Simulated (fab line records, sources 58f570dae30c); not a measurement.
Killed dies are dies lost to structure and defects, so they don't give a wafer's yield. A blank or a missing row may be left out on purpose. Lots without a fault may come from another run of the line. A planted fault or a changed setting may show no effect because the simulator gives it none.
One fault seen from 2 desks | flow berkeley_cmos170 | each desk has only its own numbers; what lay behind them comes last

THE METROLOGY DESK
What the gauges read, lot by lot, whatever tool the lot ran on: means of the sampled wafers that have a number. A lot is out of limits, marked OUT, if its mean lies more than 4 standard deviations from the usual mean; the brackets give that distance.
Columns: A = cd_nm at UCB170_PLDD_CD_MEAS_06, usual 1200.0 nm; B = M2_AL_RS at UCB170_M2_RS_MEAS_02, usual 0.0320 ohm/sq; C = M2_AL_THK at UCB170_M2_THK_MEAS_03, usual 916 nm; D = M2_OVL at UCB170_M2_OVL_MEAS_16, usual 0 nm; E = cd_nm at UCB170_V2_CD_MEAS_12, usual 700.0 nm
lot  | first seen here | A      | B                 | C              | D  | E
L270 | day 6 02:44     | 1198.9 | 0.0322            | 912            | 5  | 699.4
L271 | day 6 13:51     | 1199.2 | 0.0318            | 923            | 4  | 700.2
L272 | day 6 16:50     | 1200.5 | 0.0322            | 915            | 2  | 699.8
L273 | day 6 17:01     | 1199.7 | 0.0324            | 904            | -8 | 700.3
L274 | day 6 23:47     | 1199.7 | 0.0292 (-9.3) OUT | 1014 (+11) OUT | 6  | 699.7
L277 | day 7 05:02     | 1199.6 | 0.0319            | 921            | -5 | 698.5
L279 | day 7 21:43     | 1200.4 | 0.0304 (-5.2) OUT | 972 (+6.2) OUT | 3  | 701.1
L284 | day 8 20:32     | 1201.3 | 0.0317            | 923            | 4  | 702.6
L286 | day 9 03:07     | 1200.5 | 0.0319            | 919            | 7  | 697.9
L289 | day 9 22:39     | 1198.6 | 0.0322            | 913            | 4  | 697.7
L288 | day 9 22:57     | 1200.6 | 0.0319            | 909            | -3 | 700.9
L290 | day 9 23:06     | 1201.4 | 0.0320            | 913            | 7  | 698.5
L287 | day 10 00:44    | 1200.0 | 0.0318            | 929            | -2 | 699.4
L292 | day 10 06:20    | 1199.0 | 0.0319            | 913            | 1  | 701.0
This desk's finding: out of limits on L274, L279; first on L274, day 8 04:37 (M2_AL_RS at UCB170_M2_RS_MEAS_02). In limits: L270, L271, L272, L273, L277, L284, L286, L289, L288, L290, L287, L292.

THE TOOL OWNER'S DESK: pvd_sputter-04
The tool's own readings at UCB170_M2_SPUTTER_01 (material Al, target thk 900 nm, time 120 s): means of the sampled wafers that have a number, for each lot that ran on this tool. A lot is out of limits, marked OUT, if its mean lies more than 4 standard deviations from the usual mean; the brackets give that distance.
Columns: A = throttle_valve_pct at UCB170_M2_SPUTTER_01, usual 29.9 %
lot  | first seen here | A
L270 | day 7 08:22     | 30.0
L272 | day 7 23:06     | 30.3
L274 | day 8 04:31     | 29.6
L279 | day 9 03:24     | 29.1
This desk's finding: nothing out of limits on any of the 4 lots.

PUT TOGETHER
The metrology desk could have raised an alarm at day 8 04:37, on L274, L279.
The tool owner's desk saw nothing out of limits.
The tool owner's desk has L274, L279 on record, within its limits.
Of the lots named, all ran UCB170_M2_SPUTTER_01 on pvd_sputter-04.

WHAT THE SIMULATOR HAD PUT IN
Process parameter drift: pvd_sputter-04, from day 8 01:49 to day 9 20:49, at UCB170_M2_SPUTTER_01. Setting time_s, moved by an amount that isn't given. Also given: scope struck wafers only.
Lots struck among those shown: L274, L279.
Hours from the fault's start to each desk's first reading out of limits: the metrology desk, 3.
